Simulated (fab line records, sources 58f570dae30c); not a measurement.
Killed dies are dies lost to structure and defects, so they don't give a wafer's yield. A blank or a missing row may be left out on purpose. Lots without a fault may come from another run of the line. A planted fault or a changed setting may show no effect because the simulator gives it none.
A struck lot beside a sound one | flow berkeley_cmos170 | 15 steps out of a route of 331
Sound: wafers L112.3, L112.4, L112.5. Struck: wafers L116.2, L116.3, L116.5. The cause comes at the end.
At each step with rows: each side's tool, then ch and its chambers, then its first start. Under that, the readings that differ: sound wafers | struck wafers | difference of the means | sigmas: that difference in standard deviations of wafers without a fault.
alike: readings whose means differ by less than 2 such deviations, and words and numbers that are the same on both sides. not compared: withheld readings, readings that some wafer has no value for, bounds like >300 that may hide the same value, and numbers for which the record gives no deviation and whose values overlap.
The two part at a step that has a row with sigmas, a row that says differs or no value, or rows on one side only. Numbers that don't overlap but have no deviation are shown without sigmas and don't part them. A reading that every wafer of one side lacks parts them only if that side has two wafers or more.

UCB170_PWELL_THK_MEAS_03:
  sound on film_metro-02, day 4 18:07; struck on film_metro-02, day 5 15:14
  alike: PWELL_OXIDE_THK
then, 2 steps without rows for these wafers: UCB170_PWELL_ANNEAL_04 (time 900 s); UCB170_PWELL_CVD_05 (deposits Si3N4 from SiH2Cl2/NH3, target thk 220 nm, time 3300 s).
UCB170_PWELL_THK_MEAS_06:
  sound on film_metro-04, day 5 02:06; struck on film_metro-01, day 6 00:09
  alike: PWELL_NITRIDE_THK
then, 6 steps without rows for these wafers: UCB170_PWELL_HMDS_07 (prime time 60 s); UCB170_PWELL_COAT_08 (resist thk 900 nm); UCB170_PWELL_SOFTBAKE_09 (time 60 s); UCB170_PWELL_EXPOSE_10 (exposes mask PWELL, target cd 3000 nm); UCB170_PWELL_PEB_11; UCB170_PWELL_DEVELOP_12 (develop time 45 s).
UCB170_PWELL_OVL_MEAS_13:
  sound on overlay-02, day 5 03:20; struck on overlay-01, day 6 01:10
  alike: PWELL_OVL
UCB170_PWELL_ETCH_14: etches Si3N4 in CH3F/Ar/O2, stops on SiO2, target depth 242 nm, time 151 s.
  sound on rie_diel-02 ch 0,3, day 5 03:21; struck on rie_diel-03 ch 0,1,3, day 6 01:12
  alike: drypump_motor_current_A, oes_product_au, throttle_valve_pct
  not compared: rf_hours_counter_h
UCB170_PWELL_IMPLANT_15:
  sound on implanter-03 ch 0, day 5 03:31; struck on implanter-03 ch 0, day 6 01:19
  reading                   | sound                | struck               | difference | sigmas
  beam_energy_keV           | 60.042 60.021 59.985 | 63.566 63.589 63.585 | +3.564     | +99 or more
  model.implant.rp_nm (nm)  | 187.6 187.6 187.6    | 205.5 205.5 205.5    | +17.9      |
  model.implant.drp_nm (nm) | 64.7 64.7 64.7       | 66.69 66.69 66.69    | +1.99      |
UCB170_PWELL_STRIP_16: strips in O2.
  sound on plasma_asher-02 ch 0,1, day 5 03:38; struck on plasma_asher-02 ch 0,1, day 6 01:27
  alike: drypump_motor_current_A, oes_product_au, strip_time_to_endpoint_s
  not compared: rf_hours_counter_h
UCB170_M3_PROBE_99:
  the record has rows for the sound wafers here (prober-01, day 9 20:34) and none for the struck ones

WHERE THEY PART
First at UCB170_PWELL_IMPLANT_15; last, within this record, at UCB170_M3_PROBE_99.

WHY: what the simulator had put in
Process parameter drift: implanter-03, from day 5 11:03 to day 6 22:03, at UCB170_PWELL_IMPLANT_15. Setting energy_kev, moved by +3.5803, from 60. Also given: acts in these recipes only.
